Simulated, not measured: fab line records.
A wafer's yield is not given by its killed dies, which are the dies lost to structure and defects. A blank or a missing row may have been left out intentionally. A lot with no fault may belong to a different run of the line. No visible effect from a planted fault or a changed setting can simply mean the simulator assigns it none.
Which tool is to blame? ; flow rit_cmos ; 15 lots, 45 wafers sampled, at 2 steps of a route of 202

== WHAT THE GAUGES READ, wafer by wafer ==
The record lacks any reading of a measuring or inspecting step that a usual standard deviation could be used to judge.

== WHICH TOOL RAN EACH LOT (tool, then ch and the chambers of the sampled wafers, then the start) ==
lot;RIT_GATE_SOFTBAKE_12;RIT_M1_PROBE_99
L740;litho_track-04 ch 0, day 2 18:40;-
L743;litho_track-01 ch 0, day 3 14:22;-
L744;litho_track-03 ch 0, day 3 17:51;-
L745;litho_track-03 ch 0, day 3 20:35;-
L746;litho_track-01 ch 0, day 3 23:40;-
L748;litho_track-01 ch 0, day 4 10:25;-
L749;litho_track-03 ch 0, day 4 17:28;-
L750;litho_track-01 ch 0, day 4 20:24;prober-02, day 5 17:54
L751;litho_track-04 ch 0, day 5 00:46;prober-01, day 5 22:13
L752;litho_track-03 ch 0, day 5 04:38;prober-02, day 6 01:43
L755;litho_track-03 ch 0, day 5 21:07;-
L756;litho_track-03 ch 0, day 6 00:21;-
L758;litho_track-04 ch 0, day 6 11:35;-
L759;litho_track-03 ch 0, day 6 16:08;-
L761;litho_track-01 ch 0, day 7 03:40;-
- RIT_GATE_SOFTBAKE_12: time 60 s.
- RIT_M1_PROBE_99

== AS READ BY THE TOOLS THEMSELVES (means over the sampled wafers that have a number; for cases with no such wafer, the mark the record gives instead) ==
RIT_GATE_SOFTBAKE_12.
lot;tool;heater_power_total_W (W);plate_temp_C (C)
L740;litho_track-04;34.55;89.92
L743;litho_track-01;34.55;90.05
L744;litho_track-03;34.59;90.02
L745;litho_track-03;34.56;89.86
L746;litho_track-01;34.55;90.04
L748;litho_track-01;34.52;90.05
L749;litho_track-03;34.60;89.96
L750;litho_track-01;34.59;90.13
L751;litho_track-04;34.53;90.23
L752;litho_track-03;34.60;89.90
L755;litho_track-03;35.23;91.18
L756;litho_track-03;35.20;91.08
L758;litho_track-04;34.56;89.80
L759;litho_track-03;35.23;91.06
L761;litho_track-01;34.56;89.94

RIT_M1_PROBE_99.
lot;tool;killed_at_M0_to_M3;killed_at_contacts;killed_at_front_end;killed_dies;killed_open;killed_short
L750;prober-02;0.0;0.3;5.7;6.0;3.7;2.3
L751;prober-01;0.0;0.0;8.3;8.3;4.3;4.0
L752;prober-02;0.0;0.7;7.0;7.7;3.7;4.0

== THE ANSWER, worked out from the rows above alone ==
Rule: the lots themselves supply what counts as usual. Put in order of their means at a reading, lots are off if they are a third of the lots or fewer, leave a main group of 4 or more, and stand apart from it by a gap of 3 or more times the standard deviation of the main group's means; of several such gaps the widest counts. The tables above print the reading to a certain number of digits; a main group whose means all agree to those digits is not used. Also off: a lot with no number at a reading for which 4 or more lots have one. Where the step has rows for the other lots, those lots are counted as sound. After the gauges, taken in route order, come the tools' own readings; for these a lot's mean is taken, as printed above. At the first step where some lot is off, the reading lying furthest off is the one used; lots without a number count as furthest.
Off: L755, L756, L759 (RIT_GATE_SOFTBAKE_12, heater_power_total_W). The main group: mean 34.56 W, standard deviation 0.025.
A tool fits if, at that step or a process step before it, it ran every lot that is off, and no sound lot after the first of them. One fits: litho_track-03 at RIT_GATE_SOFTBAKE_12. Its last sound lot is L752 (day 5 04:38), its first lot that is off L755 (day 5 21:07): a fault that began between those two fits.
The tool's own readings at RIT_GATE_SOFTBAKE_12 bear it out: on the lots that are off they differ by more than 5 times the standard deviation of the sound lots' means. heater_power_total_W reads 35.22 W there against 34.56 W on the sound lots; plate_temp_C reads 91.11 C there against 89.99 C on the sound lots.

== WHAT HAD BEEN PUT IN BY THE SIMULATOR ==
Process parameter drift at RIT_GATE_SOFTBAKE_12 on litho_track-03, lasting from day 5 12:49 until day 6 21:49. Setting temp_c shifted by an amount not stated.
Struck lots among those shown: L755, L756, L759. The same result came from the rule above.
